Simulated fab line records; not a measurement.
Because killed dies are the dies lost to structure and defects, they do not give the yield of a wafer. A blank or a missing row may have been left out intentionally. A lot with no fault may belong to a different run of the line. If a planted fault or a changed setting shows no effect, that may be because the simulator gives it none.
fab line records + flow rit_cmos
record
- lots=14
- wafers=42
- last_day=7
route steps=202 shown GATE@85 REOX@102 NLDD@112 PSD@147
lots with no fault: from the same line, run without faults
start_h: the number of hours between the record's first day and the start of the first shown wafer of the lot + wait_h: how many hours have passed since the lot's step before this one + " as in the row above + L1.1+2: several wafers, shown together as one row + - no value present, or no start provided + * or withheld: withheld + < > ~ a bound
route shown NAME@n: NAME is a module with steps in the file, n the number in the route of the first one + usual: the fault-free wafers' mean and standard deviation + same: alike in all rows + chamber/n: place in a boat + sites: each site's reading + _std_site: their standard deviation + _edge_site: inner sites' mean taken away from outer sites' mean + radius_mm: how far each site lies from the wafer's centre + mask NAME#n: copy n + behind: tool/chamber where the wafer was last shaped + hold: what put the lot on hold/how long, in hours/how the hold closed + device: the transistor (n, p or np) that didn't switch + end of line: tests of these same wafers at the route's end + a step without rows: its recipe alone + killed: count of dies lost to structure and defects at first sort (not the wafer's yield) + map: a wafer's dies, marking killed ones x, the rest . and places with no die _
set.NAME: the setting the step ran with; set.NAME@STEP: the setting that earlier step ran with + model.NAME: the simulator's own value behind a step, which no gauge read
steps of the route over a sample of lots; a table a step, a row a wafer
services: a tool's chamber out of use, with start hour (start_h, from the record's first day; less than 0 if before it), hours out, and reason
## steps
# step RIT_GATE_THK_MEAS_09
# recipe
- reads=poly-Si_of_GATE_CVD_08
# usual
- GATE_POLY_THK=248.8/2.6
| lot.wafer | tool          | chamber | start_h | wait_h | GATE_POLY_THK[nm] |
|-----------|---------------|---------|---------|--------|-------------------|
| L171.2    | film_metro-01 | -       | 37.24   | 0.0    | 248.5             |
| L171.5    | "             | -       | "       | "      | 250.3             |
| L171.6    | "             | -       | "       | "      | 248.1             |
| L172.3    | film_metro-01 | -       | 45.43   | 0.0    | 249.9             |
| L172.4    | "             | -       | "       | "      | 251.5             |
| L172.6    | "             | -       | "       | "      | 250.5             |
| L174.3    | film_metro-03 | -       | 52.02   | 0.0    | 250.8             |
| L174.4    | "             | -       | "       | "      | 254.2             |
| L174.5    | "             | -       | "       | "      | 250.0             |
| L176.1    | film_metro-03 | -       | 63.41   | 0.0    | 249.6             |
| L176.2    | "             | -       | "       | "      | 247.7             |
| L176.3    | "             | -       | "       | "      | 248.3             |
| L177.2    | film_metro-03 | -       | 70.27   | 0.0    | 248.7             |
| L177.4    | "             | -       | "       | "      | 247.6             |
| L177.5    | "             | -       | "       | "      | 248.1             |
| L178.3    | film_metro-04 | -       | 72.79   | 0.0    | 247.5             |
| L178.5    | "             | -       | "       | "      | 246.0             |
| L178.6    | "             | -       | "       | "      | 245.1             |
| L180.1    | film_metro-01 | -       | 83.38   | 0.0    | 245.5             |
| L180.5    | "             | -       | "       | "      | 245.0             |
| L180.6    | "             | -       | "       | "      | 245.1             |
| L181.3    | film_metro-03 | -       | 90.73   | 0.0    | 249.5             |
| L181.5    | "             | -       | "       | "      | 248.2             |
| L181.6    | "             | -       | "       | "      | 249.5             |
| L183.2    | film_metro-04 | -       | 100.26  | 0.0    | 248.5             |
| L183.5    | "             | -       | "       | "      | 248.7             |
| L183.6    | "             | -       | "       | "      | 249.4             |
| L189.2    | film_metro-03 | -       | 131.46  | 0.0    | 244.0             |
| L189.3    | "             | -       | "       | "      | 245.2             |
| L189.6    | "             | -       | "       | "      | 242.8             |
| L191.3    | film_metro-04 | -       | 137.39  | 0.0    | 249.6             |
| L191.5    | "             | -       | "       | "      | 252.0             |
| L191.6    | "             | -       | "       | "      | 250.7             |
| L192.1    | film_metro-01 | -       | 143.90  | 0.0    | 253.4             |
| L192.3    | "             | -       | "       | "      | 252.1             |
| L192.4    | "             | -       | "       | "      | 253.0             |
| L193.1    | film_metro-03 | -       | 150.67  | 0.0    | 246.5             |
| L193.2    | "             | -       | "       | "      | 246.1             |
| L193.6    | "             | -       | "       | "      | 245.4             |
| L194.4    | film_metro-01 | -       | 152.62  | 0.0    | 247.6             |
| L194.5    | "             | -       | "       | "      | 248.5             |
| L194.6    | "             | -       | "       | "      | 250.6             |
# step RIT_REOX_THK_MEAS_04
# recipe
- reads=SiO2_of_REOX_OXIDATION_03
# usual
- REOX_OXIDE_THK=25.3/0.42
| lot.wafer | tool          | chamber | start_h | wait_h | REOX_OXIDE_THK[nm] |
|-----------|---------------|---------|---------|--------|--------------------|
| L171.2    | film_metro-03 | -       | 42.42   | 0.0    | 24.8               |
| L171.5    | "             | -       | "       | "      | 24.6               |
| L171.6    | "             | -       | "       | "      | 24.7               |
| L172.3    | film_metro-04 | -       | 50.09   | 0.0    | 25.1               |
| L172.4    | "             | -       | "       | "      | 24.9               |
| L172.6    | "             | -       | "       | "      | 25.8               |
| L174.3    | film_metro-02 | -       | 57.38   | 0.0    | 25.0               |
| L174.4    | "             | -       | "       | "      | 24.9               |
| L174.5    | "             | -       | "       | "      | 25.0               |
| L176.1    | film_metro-04 | -       | 68.46   | 0.0    | 25.5               |
| L176.2    | "             | -       | "       | "      | 25.9               |
| L176.3    | "             | -       | "       | "      | 25.8               |
| L177.2    | film_metro-04 | -       | 76.48   | 0.0    | 25.0               |
| L177.4    | "             | -       | "       | "      | 25.4               |
| L177.5    | "             | -       | "       | "      | 24.9               |
| L178.3    | film_metro-04 | -       | 79.04   | 0.0    | 25.2               |
| L178.5    | "             | -       | "       | "      | 25.0               |
| L178.6    | "             | -       | "       | "      | 25.4               |
| L180.1    | film_metro-04 | -       | 88.97   | 0.0    | 25.4               |
| L180.5    | "             | -       | "       | "      | 25.1               |
| L180.6    | "             | -       | "       | "      | 25.2               |
| L181.3    | film_metro-02 | -       | 95.86   | 0.0    | 25.1               |
| L181.5    | "             | -       | "       | "      | 25.0               |
| L181.6    | "             | -       | "       | "      | 25.3               |
| L183.2    | film_metro-02 | -       | 105.97  | 0.0    | 25.3               |
| L183.5    | "             | -       | "       | "      | 25.2               |
| L183.6    | "             | -       | "       | "      | 25.9               |
| L189.2    | film_metro-04 | -       | 136.01  | 0.0    | 24.9               |
| L189.3    | "             | -       | "       | "      | 24.5               |
| L189.6    | "             | -       | "       | "      | 25.3               |
| L191.3    | film_metro-03 | -       | 141.99  | 0.0    | 25.8               |
| L191.5    | "             | -       | "       | "      | 26.2               |
| L191.6    | "             | -       | "       | "      | 25.6               |
| L192.1    | film_metro-03 | -       | 148.65  | 0.0    | 24.9               |
| L192.3    | "             | -       | "       | "      | 25.2               |
| L192.4    | "             | -       | "       | "      | 25.1               |
| L193.1    | film_metro-02 | -       | 155.55  | 0.0    | 25.3               |
| L193.2    | "             | -       | "       | "      | 25.2               |
| L193.6    | "             | -       | "       | "      | 25.5               |
| L194.4    | film_metro-02 | -       | 157.18  | 0.0    | 25.7               |
| L194.5    | "             | -       | "       | "      | 25.9               |
| L194.6    | "             | -       | "       | "      | 25.8               |
# step RIT_NLDD_STRIP_09
# recipe
- chemistry=O2
- time_s=180
- resist=NOVOLAK
- platen_temp_c=withheld
- power_w=500
- pressure_mtorr=4000
- o2_flow_sccm=4000
# usual
- drypump_motor_current_A=5.85/0.24
# same
- time_s=180
| lot.wafer | tool            | chamber | start_h | wait_h | drypump_motor_current_A | rf_hours_counter_h |
|-----------|-----------------|---------|---------|--------|-------------------------|--------------------|
| L171.2    | plasma_asher-03 | 1       | 43.78   | 0.1    | 5.81                    | 25                 |
| L171.5    | "               | 1       | "       | "      | 5.82                    | -                  |
| L171.6    | "               | 0       | "       | "      | 6.05                    | -                  |
| L172.3    | plasma_asher-02 | 1       | 51.38   | 0.1    | 6.14                    | -                  |
| L172.4    | "               | 0       | "       | "      | 5.82                    | -                  |
| L172.6    | "               | 1       | "       | "      | 6.12                    | -                  |
| L174.3    | plasma_asher-02 | 0       | 58.66   | 0.1    | 5.85                    | -                  |
| L174.4    | "               | 1       | "       | "      | 6.13                    | -                  |
| L174.5    | "               | 0       | "       | "      | 5.85                    | -                  |
| L176.1    | plasma_asher-03 | 1       | 69.70   | 0.1    | 5.80                    | 28                 |
| L176.2    | "               | 0       | "       | "      | 6.05                    | 28                 |
| L176.3    | "               | 1       | "       | "      | 5.80                    | -                  |
| L177.2    | plasma_asher-04 | 1       | 77.85   | 0.1    | 5.59                    | 43                 |
| L177.4    | "               | 1       | "       | "      | 5.57                    | -                  |
| L177.5    | "               | 1       | "       | "      | 5.59                    | -                  |
| L178.3    | plasma_asher-04 | 0       | 80.45   | 0.1    | 5.41                    | -                  |
| L178.5    | "               | 1       | "       | "      | 5.57                    | -                  |
| L178.6    | "               | 0       | "       | "      | 5.42                    | -                  |
| L180.1    | plasma_asher-03 | 1       | 90.35   | 0.1    | 5.84                    | 30                 |
| L180.5    | "               | 0       | "       | "      | 6.07                    | -                  |
| L180.6    | "               | 1       | "       | "      | 5.85                    | -                  |
| L181.3    | plasma_asher-02 | 1       | 97.27   | 0.1    | 6.14                    | -                  |
| L181.5    | "               | 1       | "       | "      | 6.10                    | -                  |
| L181.6    | "               | 0       | "       | "      | 5.87                    | -                  |
| L183.2    | plasma_asher-04 | 0       | 107.21  | 0.1    | 5.38                    | 46                 |
| L183.5    | "               | 0       | "       | "      | 5.42                    | -                  |
| L183.6    | "               | 1       | "       | "      | 5.57                    | -                  |
| L189.2    | plasma_asher-04 | 0       | 137.25  | 0.1    | 5.45                    | 2                  |
| L189.3    | "               | 1       | "       | "      | 5.57                    | -                  |
| L189.6    | "               | 0       | "       | "      | 5.45                    | -                  |
| L191.3    | plasma_asher-02 | 1       | 143.40  | 0.1    | 6.16                    | -                  |
| L191.5    | "               | 0       | "       | "      | 5.84                    | -                  |
| L191.6    | "               | 1       | "       | "      | 6.15                    | -                  |
| L192.1    | plasma_asher-02 | 1       | 150.05  | 0.1    | 6.14                    | 51                 |
| L192.3    | "               | 0       | "       | "      | 5.83                    | -                  |
| L192.4    | "               | 1       | "       | "      | 6.11                    | -                  |
| L193.1    | plasma_asher-02 | 0       | 156.80  | 0.1    | 5.83                    | 52                 |
| L193.2    | "               | 1       | "       | "      | 6.15                    | 52                 |
| L193.6    | "               | 1       | "       | "      | 6.18                    | -                  |
| L194.4    | plasma_asher-04 | 0       | 158.50  | 0.1    | 5.42                    | -                  |
| L194.5    | "               | 1       | "       | "      | 5.58                    | -                  |
| L194.6    | "               | 0       | "       | "      | 5.43                    | -                  |
# step RIT_PSD_DEVELOP_05
# recipe
- resist=NOVOLAK
- develop_time_s=50
- dev_temp_c=23
# usual
- chill_plate_temp_C=23.02/0.1
- develop_time_s=50/0
| lot.wafer | tool           | chamber | start_h | wait_h | chill_plate_temp_C | develop_time_s |
|-----------|----------------|---------|---------|--------|--------------------|----------------|
| L171.2    | litho_track-03 | 0       | 50      | -      | 22.96              | 50             |
| L171.5    | "              | 0       | "       | "      | 22.88              | 50             |
| L171.6    | "              | 0       | "       | "      | 22.84              | 50             |
| L172.3    | litho_track-03 | 0       | 57      | -      | 23.06              | 50             |
| L172.4    | "              | 0       | "       | "      | 23.12              | 50             |
| L172.6    | "              | 0       | "       | "      | 23.04              | 50             |
| L174.3    | litho_track-04 | 0       | 65      | -      | 23.30              | 50             |
| L174.4    | "              | 0       | "       | "      | 23.02              | 50             |
| L174.5    | "              | 0       | "       | "      | 22.85              | 50             |
| L176.1    | litho_track-04 | 0       | 76      | -      | 23.02              | 50             |
| L176.2    | "              | 0       | "       | "      | 23.11              | 50             |
| L176.3    | "              | 0       | "       | "      | 23.13              | 50             |
| L177.2    | litho_track-02 | 0       | 85      | -      | 23.13              | 50             |
| L177.4    | "              | 0       | "       | "      | 23.03              | 50             |
| L177.5    | "              | 0       | "       | "      | 23.10              | 50             |
| L178.3    | litho_track-04 | 0       | 87      | -      | 22.90              | 50             |
| L178.5    | "              | 0       | "       | "      | 22.99              | 50             |
| L178.6    | "              | 0       | "       | "      | 23.00              | 50             |
| L180.1    | litho_track-04 | 0       | 96      | -      | 22.88              | 50             |
| L180.5    | "              | 0       | "       | "      | 22.86              | 50             |
| L180.6    | "              | 0       | "       | "      | 22.96              | 50             |
| L181.3    | litho_track-03 | 0       | 103     | -      | 22.97              | 50             |
| L181.5    | "              | 0       | "       | "      | 22.89              | 50             |
| L181.6    | "              | 0       | "       | "      | 22.97              | 50             |
| L183.2    | litho_track-04 | 0       | 115     | -      | 22.92              | 50             |
| L183.5    | "              | 0       | "       | "      | 22.95              | 50             |
| L183.6    | "              | 0       | "       | "      | 23.04              | 50             |
| L189.2    | litho_track-04 | 0       | 144     | -      | 23.09              | 50             |
| L189.3    | "              | 0       | "       | "      | 22.93              | 50             |
| L189.6    | "              | 0       | "       | "      | 23.19              | 50             |
| L191.3    | litho_track-03 | -       | 150     | -      | -                  | -              |
| L191.5    | "              | -       | "       | "      | -                  | -              |
| L191.6    | "              | -       | "       | "      | -                  | -              |
| L192.1    | litho_track-03 | -       | 157     | -      | -                  | -              |
| L192.3    | "              | -       | "       | "      | -                  | -              |
| L192.4    | "              | -       | "       | "      | -                  | -              |
| L193.1    | litho_track-03 | 0       | 163     | -      | 23.07              | 50             |
| L193.2    | "              | 0       | "       | "      | 22.99              | 50             |
| L193.6    | "              | 0       | "       | "      | 23.12              | 50             |
| L194.4    | litho_track-03 | 0       | 164     | -      | 23.14              | 50             |
| L194.5    | "              | 0       | "       | "      | 22.93              | 50             |
| L194.6    | "              | 0       | 165     | -      | 22.90              | 50             |
## services
| tool            | chamber | start_h | hours | kind       |
|-----------------|---------|---------|-------|------------|
| plasma_asher-03 | -       | 24.30   | 2.2   | repair     |
| plasma_asher-02 | -       | 79.75   | 1.5   | repair     |
| plasma_asher-03 | -       | 80.05   | 2.8   | pm         |
| plasma_asher-04 | -       | 108.75  | 9.0   | pm         |
| plasma_asher-04 | 0       | 108.75  | 9.0   | vent_cycle |
| plasma_asher-04 | 1       | 108.75  | 9.0   | vent_cycle |
| plasma_asher-04 | 0       | 117.75  | -     | clean      |
| plasma_asher-04 | 1       | 117.75  | -     | clean      |
## key
first_sign
- step=RIT_PSD_DEVELOP_05
- reading=tool_record
- direction=missing
effect none on later readings
met_at RIT_PSD_DEVELOP_05
struck_lots L191,L192
sort_left_out L191.3,L191.5,L191.6,L192.1,L192.3,L192.4
tester_left_out L191,L192
not_acting_at RIT_GATE_THK_MEAS_09,RIT_REOX_THK_MEAS_04,RIT_NLDD_STRIP_09
onset_between 103 150
fault
- kind=skipped_step_whole
- tool=litho_track-03
- chamber=-
- onset_h=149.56
- steps=RIT_PSD_DEVELOP_05
- scope=struck_lots_only
# tester_left_out: of these lots the tester's yield and bins aren't shown, on N5 and GAA mostly nor the transistor test; their killed dies are dies lost to structure and defects alone, not to doping, threshold or leakage, so they don't give the yield
# sort_left_out: the simulated sort isn't trusted on such a fault, so these wafers' sort isn't shown, and their yield isn't known
